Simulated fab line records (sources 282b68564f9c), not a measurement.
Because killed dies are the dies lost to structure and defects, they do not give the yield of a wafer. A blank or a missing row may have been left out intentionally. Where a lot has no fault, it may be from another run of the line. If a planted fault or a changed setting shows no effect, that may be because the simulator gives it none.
fab line records    flow rit_cmos
[record] lots = 6  wafers = 18  last_day = 7
route steps=202 shown NLDD@110 PLDD@114 SPACER@125 NSD@131 PSD@142 M1@202
lots untouched by any fault: they come from a run of this same line in which no faults occurred
start_h: start of the lot's first displayed wafer, in hours after the record's first day    wait_h: hours elapsed since this lot's preceding step    " the same as in the row above    L1.1+2: several wafers, shown together as one row    - no value, or no start was given    * or withheld: withheld    < > ~ a bound
route shown NAME@n: a module of which the file shows steps, and the number in the route of the first    usual: average and standard deviation across the fault-free wafers    same: alike in all rows    chamber/n: place in a boat    sites: per-site readings    _std_site: their standard deviation    _edge_site: outer sites' mean less inner sites'    radius_mm: how far each site lies from the wafer's centre    mask NAME#n: copy n    behind: the most recent tool/chamber to have shaped the wafer    hold: the reason the lot was held/the length of the hold in hours/how it ended    device: names the non-switching transistor (n, p or np)    end of line: tests of these same wafers at the route's end    for a step that has no rows: nothing shown but its recipe    killed: not the wafer's yield, but the dies lost to structure and defects at the first sort    map: the dies of a wafer, with x for killed, . for not killed, _ for no die there
set.NAME: the setting the step ran with; set.NAME@STEP: the setting that earlier step ran with    model.NAME: the simulator's own value behind a step, which no gauge read
lots at some steps of the route; a table a step, a row a wafer
services: when a tool's chamber went out of use (start_h, in hours from the record's first day, below 0 if earlier), for how many hours, and the reason
[[steps]]
[step RIT_NLDD_HARDBAKE_07]
[recipe] resist = NOVOLAK  temp_c = 140  time_s = 60
[step RIT_NLDD_IMPLANT_08]
[recipe] species = P  energy_kev = 20  dose_cm2 = 5e+14  tilt_deg = 7
[step RIT_NLDD_STRIP_09]
[recipe] chemistry = O2  time_s = 180  resist = NOVOLAK  platen_temp_c = withheld  power_w = 500  pressure_mtorr = 4000  o2_flow_sccm = 4000
[usual] drypump_motor_current_A = 5.73/0.3
lot.wafer  tool             chamber  start_h  wait_h  drypump_motor_current_A  rf_hours_counter_h
L199.2     plasma_asher-02  1        72.54    0.1     5.91                     43
L199.3     "                0        "        "       6.16                     -
L199.4     "                1        "        "       5.91                     -
L201.1     plasma_asher-02  1        79.05    0.1     5.91                     44
L201.3     "                0        "        "       6.16                     -
L201.5     "                1        "        "       5.89                     -
L203.1     plasma_asher-04  1        91.92    0.1     5.64                     43
L203.2     "                0        "        "       5.43                     43
L203.6     "                0        "        "       5.46                     -
L207.1     plasma_asher-02  0        106.13   0.1     6.12                     47
L207.5     "                1        "        "       5.92                     -
L207.6     "                0        "        "       6.14                     -
L208.1     plasma_asher-04  0        112.88   0.1     5.45                     45
L208.3     "                0        "        "       5.41                     -
L208.4     "                1        "        "       5.63                     -
L215.3     plasma_asher-02  0        149.49   0.1     6.12                     -
L215.4     "                1        "        "       5.90                     -
L215.5     "                0        "        "       6.14                     -
[step RIT_NLDD_TW_MEAS_10]
[usual] NLDD_TW = 2494/24
lot.wafer  tool           chamber  start_h  wait_h  NLDD_TW
L199.2     film_metro-01  -        72.72    0.1     2527
L199.3     "              -        "        "       2513
L199.4     "              -        "        "       2526
L201.1     film_metro-01  -        79.22    0.1     2512
L201.3     "              -        "        "       2528
L201.5     "              -        "        "       2518
L203.1     film_metro-01  -        92.10    0.1     2520
L203.2     "              -        "        "       2524
L203.6     "              -        "        "       2516
L207.1     film_metro-02  -        106.30   0.1     2472
L207.5     "              -        "        "       2480
L207.6     "              -        "        "       2469
L208.1     film_metro-01  -        113.06   0.1     2501
L208.3     "              -        "        "       2514
L208.4     "              -        "        "       2521
L215.3     film_metro-02  -        149.63   0.1     2469
L215.4     "              -        "        "       2478
L215.5     "              -        "        "       2484
[step RIT_PLDD_HMDS_00]
[recipe] prime_time_s = 60  prime_temp_c = 140
[step RIT_PLDD_COAT_01]
[recipe] resist = NOVOLAK  spin_rpm = 3250  resist_thk_nm = 1000
[step RIT_PLDD_SOFTBAKE_02]
[recipe] resist = NOVOLAK  temp_c = 90  time_s = 60
[step RIT_PLDD_EXPOSE_03]
[recipe] mask_id = M8  na = 0.57  target_cd_nm = 40900  dose_mj = 250
[step RIT_PLDD_PEB_04]
[recipe] resist = NOVOLAK  temp_c = withheld  time_s = withheld
[step RIT_PLDD_DEVELOP_05]
[recipe] resist = NOVOLAK  develop_time_s = 50  dev_temp_c = 23
[step RIT_PLDD_OVL_MEAS_06]
[usual] PLDD_OVL = -0.5/1.4
lot.wafer  tool        chamber  start_h  wait_h  PLDD_OVL[nm]
L199.2     overlay-01  -        73.63    -       0.4
L199.3     "           -        "        "       -0.2
L199.4     "           -        "        "       -0.9
L201.1     overlay-02  -        80.37    -       0.7
L201.3     "           -        "        "       0.0
L201.5     "           -        "        "       -0.3
L203.1     overlay-02  -        93.17    -       1.1
L203.2     "           -        "        "       0.6
L203.6     "           -        "        "       2.0
L207.1     overlay-01  -        107.21   -       0.9
L207.5     "           -        "        "       0.8
L207.6     "           -        "        "       0.6
L208.1     overlay-01  -        114.09   -       -1.0
L208.3     "           -        "        "       -0.4
L208.4     "           -        "        "       -1.1
L215.3     overlay-02  -        150.65   -       0.8
L215.4     "           -        "        "       0.6
L215.5     "           -        "        "       0.9
[step RIT_PLDD_HARDBAKE_07]
[recipe] resist = NOVOLAK  temp_c = 140  time_s = 60
[step RIT_PLDD_IMPLANT_08]
[recipe] species = BF2  energy_kev = 20  dose_cm2 = 9e+14  tilt_deg = 7
[usual] tilt_deg = 6.999/0.02
lot.wafer  tool          chamber  start_h  wait_h  tilt_deg
L199.2     implanter-04  0        73.83    0.1     6.971
L199.3     "             0        "        "       6.954
L199.4     "             0        "        "       6.958
L201.1     implanter-03  0        80.56    0.1     7.015
L201.3     "             0        "        "       7.016
L201.5     "             0        "        "       6.992
L203.1     implanter-01  0        93.35    0.1     7.022
L203.2     "             0        "        "       7.012
L203.6     "             0        "        "       7.010
L207.1     implanter-04  0        107.40   0.1     6.991
L207.5     "             0        "        "       6.999
L207.6     "             0        "        "       6.999
L208.1     implanter-04  0        114.28   0.1     6.985
L208.3     "             0        "        "       6.993
L208.4     "             0        "        "       6.976
L215.3     implanter-03  0        150.88   0.1     6.980
L215.4     "             0        "        "       6.987
L215.5     "             0        "        "       7.012
[step RIT_PLDD_STRIP_09]
[recipe] chemistry = O2  time_s = 180  resist = NOVOLAK  platen_temp_c = withheld  power_w = 500  pressure_mtorr = 4000  o2_flow_sccm = 4000
[usual] drypump_motor_current_A = 5.65/0.29
lot.wafer  tool             chamber  start_h  wait_h  drypump_motor_current_A  rf_hours_counter_h
L199.2     plasma_asher-01  0        73.96    0.1     6.01                     41
L199.3     "                1        "        "       5.56                     -
L199.4     "                0        "        "       6.03                     -
L201.1     plasma_asher-01  1        80.71    0.1     5.56                     42
L201.3     "                0        "        "       6.04                     -
L201.5     "                0        "        "       6.02                     -
L203.1     plasma_asher-04  0        93.50    0.1     5.41                     43
L203.2     "                1        "        "       5.65                     43
L203.6     "                1        "        "       5.66                     -
L207.1     plasma_asher-03  1        107.55   0.1     5.32                     32
L207.5     "                0        "        "       6.01                     -
L207.6     "                1        "        "       5.31                     -
L208.1     plasma_asher-04  0        114.43   0.1     5.43                     46
L208.3     "                0        "        "       5.43                     -
L208.4     "                1        "        "       5.63                     -
L215.3     plasma_asher-04  0        151.04   0.1     5.40                     -
L215.4     "                1        "        "       5.65                     -
L215.5     "                0        "        "       5.43                     -
[step RIT_PLDD_TW_MEAS_10]
[usual] PLDD_TW = 2348/21
lot.wafer  tool           chamber  start_h  wait_h  PLDD_TW
L199.2     film_metro-02  -        74.14    0.1     2332
L199.3     "              -        "        "       2331
L199.4     "              -        "        "       2335
L201.1     film_metro-02  -        80.88    0.1     2334
L201.3     "              -        "        "       2326
L201.5     "              -        "        "       2335
L203.1     film_metro-03  -        93.68    0.1     2313
L203.2     "              -        "        "       2328
L203.6     "              -        "        "       2313
L207.1     film_metro-02  -        107.72   0.1     2339
L207.5     "              -        "        "       2326
L207.6     "              -        "        "       2337
L208.1     film_metro-01  -        114.61   0.1     2364
L208.3     "              -        "        "       2356
L208.4     "              -        "        "       2374
L215.3     film_metro-02  -        151.17   0.1     2330
L215.4     "              -        "        "       2337
L215.5     "              -        "        "       2334
[step RIT_SPACER_CLEAN_00]
[recipe] chemistry = SC1  mix = 3:3:50  time_s = 600  temp_c = 75
[step RIT_SPACER_CLEAN_01]
[recipe] chemistry = dHF  dilution = 50:1  time_s = 30
[step RIT_SPACER_CLEAN_02]
[recipe] chemistry = SC2  mix = 3:3:50  time_s = 600  temp_c = 75  dry = n2_spin
[step RIT_SPACER_CVD_03]
[recipe] material = Si3N4  target_thk_nm = 250  temp_c = 810  precursor = SiH2Cl2/NH3  time_s = 3300  pressure_mtorr = 300  sih2cl2_flow_sccm = 60  nh3_flow_sccm = 150
[step RIT_SPACER_THK_MEAS_04]
[recipe] reads = Si3N4_of_SPACER_CVD_03
[usual] SPACER_NITRIDE_THK = 250.5/2.5
lot.wafer  tool           chamber  start_h  wait_h  SPACER_NITRIDE_THK[nm]
L199.2     film_metro-01  -        77.46    0.0     249.4
L199.3     "              -        "        "       250.3
L199.4     "              -        "        "       250.5
L201.1     film_metro-04  -        83.23    0.0     245.0
L201.3     "              -        "        "       248.9
L201.5     "              -        "        "       247.6
L203.1     film_metro-01  -        97.02    0.0     251.4
L203.2     "              -        "        "       250.7
L203.6     "              -        "        "       249.4
L207.1     film_metro-01  -        110.31   0.0     248.5
L207.5     "              -        "        "       251.1
L207.6     "              -        "        "       248.4
L208.1     film_metro-03  -        117.00   0.0     252.8
L208.3     "              -        "        "       253.0
L208.4     "              -        "        "       252.0
L215.3     film_metro-03  -        153.87   0.0     252.5
L215.4     "              -        "        "       249.9
L215.5     "              -        "        "       252.0
[step RIT_SPACER_ETCHBACK_05]
[recipe] target_depth_a = 2500  SF6_flow_sccm = 30  CHF3_flow_sccm = 30  target = Si3N4  chemistry = SF6/CHF3  pressure_mtorr = 40  rf_w = 250  time_s = 240  stop_on = SiO2
[usual] drypump_motor_current_A = 6.0/0.49  oes_product_au = 0.842/0.011  throttle_valve_pct = 10.31/0.17
lot.wafer  tool         chamber  start_h  wait_h  drypump_motor_current_A  oes_product_au  rf_hours_counter_h  throttle_valve_pct
L199.2     rie_diel-03  1        77.51    0.0     6.2                      0.847           52                  10.34
L199.3     "            2        "        "       5.4                      0.830           3                   10.63
L199.4     "            3        "        "       6.5                      0.848           110                 10.36
L201.1     rie_diel-04  2        83.29    0.1     6.6                      0.848           30                  10.16
L201.3     "            0        "        "       5.8                      0.848           161                 10.35
L201.5     "            0        "        "       5.8                      0.831           -                   10.33
L203.1     rie_diel-04  3        97.08    0.1     5.5                      0.827           59                  10.20
L203.2     "            0        "        "       5.8                      0.844           161                 10.33
L203.6     "            2        "        "       6.6                      0.862           -                   10.20
L207.1     rie_diel-03  3        110.37   0.1     6.5                      0.843           111                 10.36
L207.5     "            3        "        "       6.5                      0.851           -                   10.36
L207.6     "            2        "        "       5.4                      0.830           -                   10.60
L208.1     rie_diel-04  3        117.06   0.1     5.5                      0.833           60                  10.20
L208.3     "            2        "        "       6.6                      0.860           31                  10.17
L208.4     "            3        "        "       5.5                      0.826           -                   10.21
L215.3     rie_diel-03  1        153.91   0.0     6.2                      0.847           53                  10.35
L215.4     "            3        "        "       6.4                      0.843           112                 10.36
L215.5     "            3        "        "       6.4                      0.854           -                   10.37
[step RIT_NSD_HMDS_00]
[recipe] prime_time_s = 60  prime_temp_c = 140
[step RIT_NSD_COAT_01]
[recipe] resist = NOVOLAK  spin_rpm = 3250  resist_thk_nm = 1000
[step RIT_NSD_SOFTBAKE_02]
[recipe] resist = NOVOLAK  temp_c = 90  time_s = 60
[step RIT_NSD_EXPOSE_03]
[recipe] mask_id = M9  na = 0.57  target_cd_nm = 40700  dose_mj = 250
[step RIT_NSD_PEB_04]
[recipe] resist = NOVOLAK  temp_c = withheld  time_s = withheld
[step RIT_NSD_DEVELOP_05]
[recipe] resist = NOVOLAK  develop_time_s = 50  dev_temp_c = 23
[step RIT_NSD_OVL_MEAS_06]
[usual] NSD_OVL = -0.5/1.5
lot.wafer  tool        chamber  start_h  wait_h  NSD_OVL[nm]
L199.2     overlay-02  -        78.83    -       -1.8
L199.3     "           -        "        "       -1.6
L199.4     "           -        "        "       -3.6
L201.1     overlay-02  -        84.69    -       -1.9
L201.3     "           -        "        "       -2.0
L201.5     "           -        "        "       -2.3
L203.1     overlay-02  -        98.08    -       -1.7
L203.2     "           -        "        "       -2.8
L203.6     "           -        "        "       -1.1
L207.1     overlay-01  -        111.56   -       1.2
L207.5     "           -        "        "       2.0
L207.6     "           -        "        "       1.7
L208.1     overlay-01  -        118.06   -       -1.8
L208.3     "           -        "        "       -2.4
L208.4     "           -        "        "       -0.7
L215.3     overlay-02  -        154.92   -       -0.9
L215.4     "           -        "        "       -0.3
L215.5     "           -        "        "       -0.6
[step RIT_NSD_HARDBAKE_07]
[recipe] resist = NOVOLAK  temp_c = 140  time_s = 60
[step RIT_NSD_IMPLANT_08]
[recipe] species = P  energy_kev = 25  dose_cm2 = 1e+15  tilt_deg = 7
[step RIT_NSD_STRIP_09]
[recipe] chemistry = O2  time_s = 180  resist = NOVOLAK  platen_temp_c = withheld  power_w = 500  pressure_mtorr = 4000  o2_flow_sccm = 4000
[usual] drypump_motor_current_A = 5.80/0.26
lot.wafer  tool             chamber  start_h  wait_h  drypump_motor_current_A  rf_hours_counter_h
L199.2     plasma_asher-01  1        79.16    0.1     5.55                     42
L199.3     "                0        "        "       6.02                     -
L199.4     "                1        "        "       5.56                     -
L201.1     plasma_asher-02  0        85.02    0.1     6.15                     44
L201.3     "                1        "        "       5.91                     -
L201.5     "                0        "        "       6.17                     -
L203.1     plasma_asher-01  1        98.53    0.1     5.55                     44
L203.2     "                0        "        "       6.05                     44
L203.6     "                1        "        "       5.57                     -
L207.1     plasma_asher-04  0        111.90   0.1     5.40                     45
L207.5     "                0        "        "       5.42                     -
L207.6     "                1        "        "       5.64                     -
L208.1     plasma_asher-02  1        118.40   0.1     5.88                     49
L208.3     "                1        "        "       5.89                     -
L208.4     "                0        "        "       6.13                     -
L215.3     plasma_asher-02  1        155.30   0.1     5.91                     -
L215.4     "                0        "        "       6.17                     -
L215.5     "                1        "        "       5.92                     -
[step RIT_NSD_TW_MEAS_10]
[usual] NSD_TW = 3109/31
lot.wafer  tool           chamber  start_h  wait_h  NSD_TW
L199.2     film_metro-03  -        79.35    0.1     3064
L199.3     "              -        "        "       3067
L199.4     "              -        "        "       3077
L201.1     film_metro-03  -        85.20    0.1     3074
L201.3     "              -        "        "       3073
L201.5     "              -        "        "       3076
L203.1     film_metro-01  -        98.71    0.1     3150
L203.2     "              -        "        "       3140
L203.6     "              -        "        "       3131
L207.1     film_metro-01  -        112.07   0.1     3141
L207.5     "              -        "        "       3142
L207.6     "              -        "        "       3144
L208.1     film_metro-03  -        118.57   0.1     3062
L208.3     "              -        "        "       3067
L208.4     "              -        "        "       3063
L215.3     film_metro-01  -        155.44   0.1     3144
L215.4     "              -        "        "       3166
L215.5     "              -        "        "       3143
[step RIT_PSD_HMDS_00]
[recipe] prime_time_s = 60  prime_temp_c = 140
[step RIT_PSD_COAT_01]
[recipe] resist = NOVOLAK  spin_rpm = 3250  resist_thk_nm = 1000
[step RIT_PSD_SOFTBAKE_02]
[recipe] resist = NOVOLAK  temp_c = 90  time_s = 60
[step RIT_PSD_EXPOSE_03]
[recipe] mask_id = M10  na = 0.57  target_cd_nm = 40900  dose_mj = 250
[step RIT_PSD_PEB_04]
[recipe] resist = NOVOLAK  temp_c = withheld  time_s = withheld
[step RIT_PSD_DEVELOP_05]
[recipe] resist = NOVOLAK  develop_time_s = 50  dev_temp_c = 23
[step RIT_PSD_OVL_MEAS_06]
[usual] PSD_OVL = -0.6/1.2
lot.wafer  tool        chamber  start_h  wait_h  PSD_OVL[nm]
L199.2     overlay-01  -        80.49    -       -2.8
L199.3     "           -        "        "       -2.0
L199.4     "           -        "        "       -1.7
L201.1     overlay-01  -        86.27    -       -1.4
L201.3     "           -        "        "       -1.0
L201.5     "           -        "        "       -2.6
L203.1     overlay-01  -        99.62    -       -0.9
L203.2     "           -        "        "       -2.2
L203.6     "           -        "        "       -2.9
L207.1     overlay-02  -        113.11   -       1.4
L207.5     "           -        "        "       1.7
L207.6     "           -        "        "       0.5
L208.1     overlay-02  -        119.48   -       -1.0
L208.3     "           -        "        "       -0.7
L208.4     "           -        "        "       -2.8
L215.3     overlay-01  -        156.34   -       1.3
L215.4     "           -        "        "       0.9
L215.5     "           -        "        "       -0.2
[step RIT_PSD_HARDBAKE_07]
[recipe] resist = NOVOLAK  temp_c = 140  time_s = 60
[step RIT_PSD_IMPLANT_08]
[recipe] species = BF2  energy_kev = 27  dose_cm2 = 5e+15  tilt_deg = 7
[step RIT_PSD_STRIP_09]
[recipe] chemistry = O2  time_s = 180  resist = NOVOLAK  platen_temp_c = withheld  power_w = 500  pressure_mtorr = 4000  o2_flow_sccm = 4000
[usual] drypump_motor_current_A = 5.87/0.27
lot.wafer  tool             chamber  start_h  wait_h  drypump_motor_current_A  rf_hours_counter_h
L199.2     plasma_asher-02  1        80.82    0.1     5.91                     44
L199.3     "                0        "        "       6.14                     -
L199.4     "                1        "        "       5.90                     -
L201.1     plasma_asher-03  0        86.64    0.1     6.00                     30
L201.3     "                0        "        "       6.01                     -
L201.5     "                0        "        "       5.99                     -
L203.1     plasma_asher-01  1        99.96    0.1     5.56                     44
L203.2     "                0        "        "       6.02                     44
L203.6     "                1        "        "       5.56                     -
L207.1     plasma_asher-02  0        113.45   0.1     6.16                     48
L207.5     "                0        "        "       6.14                     -
L207.6     "                1        "        "       5.89                     -
L208.1     plasma_asher-01  1        119.82   0.1     5.58                     0
L208.3     "                1        "        "       5.59                     -
L208.4     "                0        "        "       6.01                     -
L215.3     plasma_asher-01  1        156.72   0.1     5.54                     -
L215.4     "                0        "        "       6.03                     -
L215.5     "                0        "        "       6.04                     -
[step RIT_M1_PROBE_99]
[usual] killed_at_M0_to_M3 = 0.0/0.12  killed_at_contacts = 0.1/0.32  killed_at_front_end = 6/3.1  killed_dies = 7/3.2  killed_open = 3.1/1.9  killed_short = 3.5/2.2
[same] gross_dies = 264  killed_at_M4_up = 0  killed_at_back_side = 0  killed_at_other = 0
lot.wafer  tool       chamber  start_h  wait_h  killed_at_M0_to_M3  killed_at_contacts  killed_at_front_end  killed_dies  killed_open  killed_short  model.etest.diode_nwell_sub.leak_log10_a_cm2
L199.2     prober-02  -        89.68    0.1     0                   0                   5                    5            3            2             -7.539
L199.3     prober-02  -        89.73    0.2     0                   0                   7                    7            3            4             -7.799
L199.4     prober-02  -        89.78    0.2     0                   1                   9                    10           7            3             -7.386
L201.1     prober-02  -        96.06    0.1     0                   0                   8                    8            3            5             -7.45
L201.3     prober-02  -        96.16    0.2     0                   0                   14                   14           8            6             -7.47
L201.5     prober-02  -        96.26    0.2     0                   0                   6                    6            1            5             -7.235
L203.1     prober-02  -        108.28   0.1     0                   0                   8                    8            4            4             -7.631
L203.2     prober-02  -        108.33   0.1     1                   0                   6                    7            2            5             -7.634
L203.6     prober-02  -        108.53   0.2     0                   0                   16                   16           8            8             -7.504
L207.1     prober-02  -        122.02   0.1     0                   0                   3                    3            2            1             -6.626
L207.5     prober-02  -        122.22   0.2     0                   0                   13                   13           4            9             -6.718
L207.6     prober-02  -        122.27   0.2     0                   1                   6                    7            4            3             -6.65
L208.1     prober-01  -        128.00   0.1     0                   0                   10                   10           5            5             -7.236
L208.3     prober-01  -        128.10   0.2     0                   0                   5                    5            2            3             -7.146
L208.4     prober-01  -        128.15   0.2     0                   0                   5                    5            3            2             -6.69
L215.3     prober-02  -        164.92   0.2     0                   1                   8                    9            4            5             -7.776
L215.4     prober-02  -        164.97   0.2     0                   1                   9                    10           3            7             -7.501
L215.5     prober-02  -        165.02   0.2     0                   0                   5                    5            2            3             -7.511
// killed by level:class
L199.2 SILICIDE:geometric_particle:open=2 GATE:geometric_particle:open=1 GATE:geometric_particle:short=1 SPACER:geometric_particle:short=1
L199.3 GATE:geometric_particle:short=2 FOX1:geometric_particle:open=1 GATE:geometric_particle:open=1 REOX:geometric_particle:short=1 SPACER:geometric_particle:open=1 SPACER:geometric_particle:short=1
L199.4 SPACER:geometric_particle:open=3 SILICIDE:geometric_particle:short=2 FOX1:geometric_particle:short=1 FOX2:geometric_particle:open=1 GATE:geometric_particle:open=1 SILICIDE:geometric_particle:open=1 CONTACT:geometric_particle:open=1
L201.1 REOX:geometric_particle:short=3 GATE:geometric_particle:open=2 FOX1:geometric_particle:short=1 SILICIDE:geometric_particle:open=1 SILICIDE:geometric_particle:short=1
L201.3 GATE:geometric_particle:open=4 FOX2:geometric_particle:open=2 GATE:geometric_particle:short=2 SILICIDE:geometric_particle:short=2 FOX1:geometric_particle:short=1 FOX1:geometric_particle:open=1 REOX:geometric_particle:short=1 SILICIDE:geometric_particle:open=1
L201.5 GATE:geometric_particle:short=2 SPACER:geometric_particle:short=2 FOX2:geometric_particle:short=1 REOX:geometric_particle:open=1
L203.1 SILICIDE:geometric_particle:open=3 SPACER:geometric_particle:short=2 GATE:geometric_particle:short=1 GATE:geometric_particle:open=1 REOX:geometric_particle:short=1
L203.2 GATE:geometric_particle:open=1 GATE:geometric_particle:short=1 REOX:geometric_particle:open=1 REOX:geometric_particle:short=1 SPACER:geometric_particle:short=1 SILICIDE:geometric_particle:short=1 M1:geometric_particle:short=1
L203.6 GATE:geometric_particle:open=4 GATE:geometric_particle:short=3 REOX:geometric_particle:open=3 REOX:geometric_particle:short=2 FOX1:geometric_particle:short=1 SILICIDE:geometric_particle:short=1 SPACER:geometric_particle:open=1 SPACER:geometric_particle:short=1
L207.1 FOX2:geometric_particle:open=1 GATE:geometric_particle:open=1 GATE:geometric_particle:short=1
L207.5 GATE:geometric_particle:short=4 REOX:geometric_particle:open=3 REOX:geometric_particle:short=2 SPACER:geometric_particle:short=2 FOX2:geometric_particle:short=1 SPACER:geometric_particle:open=1
L207.6 REOX:geometric_particle:open=3 GATE:geometric_particle:open=1 GATE:geometric_particle:short=1 REOX:geometric_particle:short=1 CONTACT:geometric_particle:short=1
L208.1 GATE:geometric_particle:short=3 REOX:geometric_particle:open=2 FOX1:geometric_particle:open=1 GATE:geometric_particle:open=1 SILICIDE:geometric_particle:short=1 SILICIDE:geometric_particle:open=1 STARTING-WAFER:geometric_particle:short=1
L208.3 SILICIDE:geometric_particle:short=3 FOX1:geometric_particle:open=1 GATE:geometric_particle:open=1
L208.4 GATE:geometric_particle:open=2 FOX1:geometric_particle:short=1 FOX2:geometric_particle:short=1 SPACER:geometric_particle:open=1
L215.3 GATE:geometric_particle:short=4 FOX1:geometric_particle:open=1 GATE:geometric_particle:open=1 SPACER:geometric_particle:open=1 SPACER:geometric_particle:short=1 CONTACT:geometric_particle:open=1
L215.4 FOX1:geometric_particle:short=2 FOX2:geometric_particle:short=2 GATE:geometric_particle:short=2 GATE:geometric_particle:open=2 SPACER:geometric_particle:open=1 CONTACT:geometric_particle:short=1
L215.5 GATE:geometric_particle:short=3 GATE:geometric_particle:open=1 SPACER:geometric_particle:open=1
[[services]]
tool             chamber  start_h  hours  kind
plasma_asher-04  -        49.04    2.8    pm
plasma_asher-04  -        85.90    2.0    repair
plasma_asher-04  -        89.52    2.1    repair
rie_diel-04      0        98.92    -      clean
rie_diel-04      0        98.92    19.9   scheduled_down
rie_diel-04      0        98.92    19.9   vent_cycle
rie_diel-03      3        101.35   5.6    repair
rie_diel-03      0        104.54   33.8   repair
plasma_asher-01  -        108.75   9.0    pm
plasma_asher-01  0        108.75   9.0    vent_cycle
plasma_asher-01  1        108.75   9.0    vent_cycle
implanter-01     -        111.06   7.1    pm
implanter-03     -        114.12   2.9    pm
plasma_asher-01  0        117.75   -      clean
plasma_asher-01  1        117.75   -      clean
rie_diel-03      1        125.62   6.0    repair
rie_diel-03      -        131.92   1.6    repair
rie_diel-03      1        135.44   12.9   repair
rie_diel-03      -        142.66   0.8    repair
implanter-01     -        146.34   4.8    pm
[[key]]
first_sign none at tools or gauges
[model_effect] step = RIT_M1_PROBE_99  value = etest.diode_nwell_sub.leak_log10_a_cm2  without = -7.521  struck = -6.844
met_at RIT_PLDD_IMPLANT_08
struck_wafers L207.1,L207.5,L207.6,L208.1,L208.3,L208.4
tester_left_out L207,L208
onset_between 73.83 107.40
[fault] kind = metallic_contamination_source  tool = implanter-04  chamber = -  onset_h = 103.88  steps = RIT_PLDD_IMPLANT_08  rate_cm2_per_visit = 5e+11  species = metal_fe_cm2
// tester_left_out: of these lots the tester's yield and bins aren't shown, on N5 and GAA mostly nor the transistor test; their killed dies are dies lost to structure and defects alone, not to doping, threshold or leakage, so they don't give the yield
